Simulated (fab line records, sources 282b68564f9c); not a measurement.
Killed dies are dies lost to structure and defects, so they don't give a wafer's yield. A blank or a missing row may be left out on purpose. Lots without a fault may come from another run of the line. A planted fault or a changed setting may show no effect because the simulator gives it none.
Split-lot experiment | flow rit_cmos | 5 lots, 23 wafers read, on a route of 202 steps

THE SPLIT
At RIT_PSD_SOFTBAKE_02 (time 60 s), the setting temp_c was moved away from the recipe's 90 C on 8 of the 23 wafers read, by -3.5% to +3.4%. The other wafers ran this setting at the recipe's value.

FROM THE SPLIT TO THE READING: what the file shows between them, 2 steps
- RIT_PSD_EXPOSE_03: exposes mask M10, target cd 40900 nm
- RIT_PSD_PEB_04

THE READING
NOVOLAK_of_PSD_COAT_01.thk_nm (the simulator's own value, which no gauge read), in nm, at RIT_PSD_DEVELOP_05 (develop time 50 s). The file gives no usual value for it. The 15 wafers here that ran the recipe average 1000.9 nm, standard deviation 3.5 nm.

wafer  | tool, chamber at the split | temp_c as run, C | against the recipe | NOVOLAK_of_PSD_COAT_01.thk_nm, nm | against lot-mates on the recipe
L076.1 | litho_track-04, 0          | 90               | recipe             | 1005                              | -
L076.2 | litho_track-04, 0          | 86.86            | -3.5%              | 1011                              | +7.0
L076.3 | litho_track-04, 0          | 86.86            | -3.5%              | 1011                              | +7.0
L076.5 | litho_track-04, 0          | 86.86            | -3.5%              | 1012                              | +8.0
L076.6 | litho_track-04, 0          | 90               | recipe             | 1003                              | -
L079.1 | litho_track-03, 0          | 90               | recipe             | 994.3                             | -
L079.2 | litho_track-03, 0          | 90               | recipe             | 996.7                             | -
L079.3 | litho_track-03, 0          | 90               | recipe             | 997.2                             | -
L079.4 | litho_track-03, 0          | 90               | recipe             | 999.2                             | -
L079.6 | litho_track-03, 0          | 90               | recipe             | 997.4                             | -
L082.1 | litho_track-04, 0          | 90               | recipe             | 1003                              | -
L082.2 | litho_track-04, 0          | 92.14            | +2.4%              | 994.2                             | -7.8
L082.3 | litho_track-04, 0          | 92.14            | +2.4%              | 995                               | -7.0
L082.4 | litho_track-04, 0          | 90               | recipe             | 1001                              | -
L082.6 | litho_track-04, 0          | 92.14            | +2.4%              | 996.9                             | -5.1
L084.1 | litho_track-03, 0          | 93.04            | +3.4%              | 994                               | -6.3
L084.3 | litho_track-03, 0          | 90               | recipe             | 999                               | -
L084.4 | litho_track-03, 0          | 93.04            | +3.4%              | 993.8                             | -6.5
L084.5 | litho_track-03, 0          | 90               | recipe             | 1001                              | -
L084.6 | litho_track-03, 0          | 90               | recipe             | 1001                              | -
L085.1 | litho_track-04, 0          | 90               | recipe             | 1006                              | -
L085.6 | litho_track-04, 0          | 90               | recipe             | 1006                              | -
L085.5 | litho_track-04, 0          | 90               | recipe             | 1004                              | -

THE FIT
A straight line over all 23 wafers: NOVOLAK_of_PSD_COAT_01.thk_nm changes by -2.59 nm for each +1% of temp_c; r = -0.85; the points scatter about the line by 3 nm.
The same after taking each lot's own level away (the mean of its wafers on the recipe; 23 wafers): -2.19 nm for each +1%; r = -0.96; scatter 1.3 nm.
On that fit, the largest move of temp_c shifts the reading by 7.6 nm.
The lots' own levels span 996.96 to 1005.33 nm, that is 2.4 times the standard deviation above.
So the lot-to-lot level changes the slope: the two fits differ.
Check: with one of the wafers moved furthest among these (-3.5%) left out of the fit, the line predicts +7.63 nm for it against its lot-mates. It came out at +7 nm against them.

THE FILE'S OWN FIT
NOVOLAK_of_PSD_COAT_01.thk_nm changes by -2.19 nm for each +1% of temp_c, r = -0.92.
